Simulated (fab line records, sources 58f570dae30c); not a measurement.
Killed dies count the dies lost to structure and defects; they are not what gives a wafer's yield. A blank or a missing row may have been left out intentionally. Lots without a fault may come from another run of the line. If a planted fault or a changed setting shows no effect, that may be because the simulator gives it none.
A lot that was struck, set against a sound lot ; flow berkeley cmos170 ; 15 out of 331 route steps
Sound: these wafers, L808.2, L808.4, L808.6. The struck wafers were L798.1, L798.2, L798.5. Last of all comes the cause.
For every step that has rows: the tool of each side, followed by ch and its chambers, followed by its first start. Under that, the readings that differ: sound wafers ; struck wafers ; difference of the means ; sigmas: that difference in standard deviations of wafers without a fault.
alike: readings with means less than 2 such deviations apart, plus words and numbers identical on both sides. not compared: withheld readings, readings lacking a value on some wafer, bounds such as >300 that could conceal the same value, and numbers that have no deviation in the record and whose values overlap.
Wherever a step has rows on one side only, a row that says differs or no value, or a row with sigmas, the two part there. Numbers that have no deviation but don't overlap get no sigmas and don't part them. A reading missing from all wafers of one side parts the sides only when that side holds two or more wafers.

first, 2 steps without rows for these wafers: UCB170_NLDD_IMPLANT_08; UCB170_NLDD_IMPLANT_09.
UCB170_NLDD_STRIP_10: strips in O2.
  sound on plasma asher-02 ch 0,1, day 12 03:30; struck on plasma asher-02 ch 0,1, day 10 15:10
  alike: drypump motor current A, o2 flow sccm, oes product au, strip time to endpoint s
  not compared: rf hours counter h
UCB170_NLDD_TW_MEAS_11:
  sound on film metro-01 at day 12 03:37; struck on film metro-01 at day 10 15:16
  alike: NLDD_TW
then, 1 step without rows for these wafers: UCB170_NLDD_CLEAN_12 (cleans in SPM, time 600 s).
UCB170_SPACER_CVD_00: deposits SiO2 from TEOS/O2, target thk 376 nm, time 47 s.
  sound on pecvd-01 ch 0,1,2, day 12 07:09; struck on pecvd-01 ch 1,2, day 10 15:31
  alike: heater power w, rf fwd power W, susceptor temp C
UCB170_SPACER_THK_MEAS_01:
  sound on film metro-01 at day 12 07:13; struck on film metro-01 at day 10 15:33
  alike: SPACER_TEOS_THK
then, 1 step without rows for these wafers: UCB170_SPACER_ANNEAL_02 (time 1800 s).
UCB170_SPACER_ETCHBACK_03: etches SiO2 in CHF3/CF4/Ar, stops on Si, target depth 376 nm, time 100 s.
  sound on rie diel-02 ch 0,1,2, day 12 12:17; struck on rie diel-02 ch 0,2,3, day 10 22:51
  alike: drypump motor current A, oes product au, rf fwd power W, throttle valve pct
  not compared: rf hours counter h
then, 3 steps without rows for these wafers: UCB170_PSD_HMDS_00 (prime time 60 s); UCB170_PSD_COAT_01 (resist thk 900 nm); UCB170_PSD_SOFTBAKE_02 (time 60 s).
UCB170_PSD_EXPOSE_03: exposes mask PSELECT MOD, target cd 1200 nm.
  sound on krf scanner-01 ch 0, day 12 14:00; struck on krf scanner-02 ch 0, day 10 23:59
reading;sound;struck;difference;sigmas
exposure dose mJ cm2;29.97 30.03 29.98;29.67 29.63 29.66;-0.34;-9
  alike: mask
next, for these wafers, 1 step has no rows: UCB170_PSD_PEB_04.
UCB170_M3_PROBE_99:
  only the struck wafers here have rows in the record (prober-02, day 12 13:58); the sound ones have none

== WHERE THEY PART ==
First at UCB170_PSD_EXPOSE_03; last, within this record, at UCB170_M3_PROBE_99.

WHY: whatever the simulator had introduced
Process parameter drift: krf scanner-02, from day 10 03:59 on, at UCB170_PSD_EXPOSE_03. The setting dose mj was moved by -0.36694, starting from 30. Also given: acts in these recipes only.
